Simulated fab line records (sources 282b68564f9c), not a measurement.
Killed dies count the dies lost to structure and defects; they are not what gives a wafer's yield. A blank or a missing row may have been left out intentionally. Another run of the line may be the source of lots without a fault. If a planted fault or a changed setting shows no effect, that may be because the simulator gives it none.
Split-lot trial ; flow rit-cmos ; 23 wafers read across 5 lots, on a route 202 steps long

## SPLIT DETAILS
At RIT_NWELL_COAT_01 (resist thk 1300 nm), the setting resist-thk-nm was moved away from the recipe's 1300 nm on 8 of the 23 wafers read, by -5.5% to +3.9%. This setting was run at the recipe's value on the other wafers.

## FROM THE SPLIT TO THE READING: what the file shows between them, 3 steps
- RIT_NWELL_SOFTBAKE_02: time 60 s
- RIT_NWELL_EXPOSE_03: exposes mask M2, target cd 43900 nm
- RIT_NWELL_DEVELOP_05: develop time 68 s

## THE READING
NOVOLAK_of_NWELL_COAT_01.thk-nm (the simulator's own value, which no gauge read), in nm, at RIT_NWELL_HARDBAKE_07 (time 120 s). No usual value for it is given in the file. Average 1135 nm, standard deviation 2.9 nm, over the 15 wafers here run with the recipe.

wafer;tool, chamber at the split;resist-thk-nm as run, nm;against the recipe;NOVOLAK_of_NWELL_COAT_01.thk-nm, nm;against lot-mates on the recipe
L078.1;litho-track-02, 0;1228;-5.5%;1077;-62
L078.6;litho-track-02, 0;1228;-5.5%;1077;-62
L078.2;litho-track-02, 0;1300;recipe;1138;-
L078.4;litho-track-02, 0;1300;recipe;1139;-
L078.5;litho-track-02, 0;1228;-5.5%;1076;-62
L079.2;litho-track-03, 0;1300;recipe;1139;-
L079.4;litho-track-03, 0;1300;recipe;1136;-
L079.5;litho-track-03, 0;1300;recipe;1137;-
L080.1;litho-track-04, 0;1300;recipe;1131;-
L080.2;litho-track-04, 0;1300;recipe;1131;-
L080.5;litho-track-04, 0;1300;recipe;1131;-
L080.3;litho-track-04, 0;1300;recipe;1134;-
L080.6;litho-track-04, 0;1300;recipe;1132;-
L081.1;litho-track-02, 0;1300;recipe;1137;-
L081.4;litho-track-02, 0;1300;recipe;1137;-
L081.2;litho-track-02, 0;1351;+3.9%;1183;+46
L081.3;litho-track-02, 0;1351;+3.9%;1178;+41
L081.5;litho-track-02, 0;1351;+3.9%;1180;+43
L083.1;litho-track-04, 0;1264;-2.8%;1103;-33
L083.2;litho-track-04, 0;1300;recipe;1137;-
L083.3;litho-track-04, 0;1300;recipe;1138;-
L083.4;litho-track-04, 0;1300;recipe;1134;-
L083.6;litho-track-04, 0;1264;-2.8%;1111;-25

FIT RESULTS
A straight line over all 23 wafers: NOVOLAK_of_NWELL_COAT_01.thk-nm changes by +10.9 nm for each +1% of resist-thk-nm; r = +0.99; the points scatter about the line by 3 nm.
The same after taking each lot's own level away (the mean of its wafers on the recipe; 23 wafers): +11.1 nm for each +1%; r = +1.00; scatter 1.8 nm.
According to that fit, moving resist-thk-nm by its largest amount changes the reading by 61 nm.
Across the lots, their own levels run from 1131.8 to 1138.5 nm, a range of 2.3 times the standard deviation given above.
The two slopes agree, so the slope changes little with the lot-to-lot level.
Check: with one of the wafers moved furthest among these (-5.5%) left out of the fit, the line predicts -61.2 nm for it against its lot-mates. Against them it came out at -61.5 nm.

## THESE WAFERS: OTHER SPLITS
Note: prior to the reading, these wafers also went through further splits. Each is held against what the fit with the lots' levels taken away leaves over:
other split on the same wafers;wafers away from the commonest value;r with NOVOLAK_of_NWELL_COAT_01.thk-nm (lot level and that fit taken away)
RIT_ACTIVE_CVD_03 temp-c;10;-0.02
RIT_ACTIVE_COAT_06 resist-thk-nm;9;+0.09
RIT_ACTIVE_HARDBAKE_12 temp-c;9;+0.22
RIT_FOX2_OXIDATION_00 ox-time-s;10;-0.04

## THE WHOLE CHAIN: every reading that the file lists as answering this split, in the file's order
step;what it does;reading;change (the file's fit);r (the file's)
RIT_NWELL_COAT_01;resist thk 1300 nm;NOVOLAK_of_NWELL_COAT_01.thk-nm (the simulator's own value, which no gauge read);+12.9 nm for each +1% of the setting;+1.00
RIT_NWELL_HARDBAKE_07;time 120 s;NOVOLAK_of_NWELL_COAT_01.thk-nm (the simulator's own value, which no gauge read);+11.1 nm for each +1% of the setting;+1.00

## THE FILE'S OWN FIT
NOVOLAK_of_NWELL_COAT_01.thk-nm changes by +11.1 nm for each +1% of resist-thk-nm, r = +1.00.
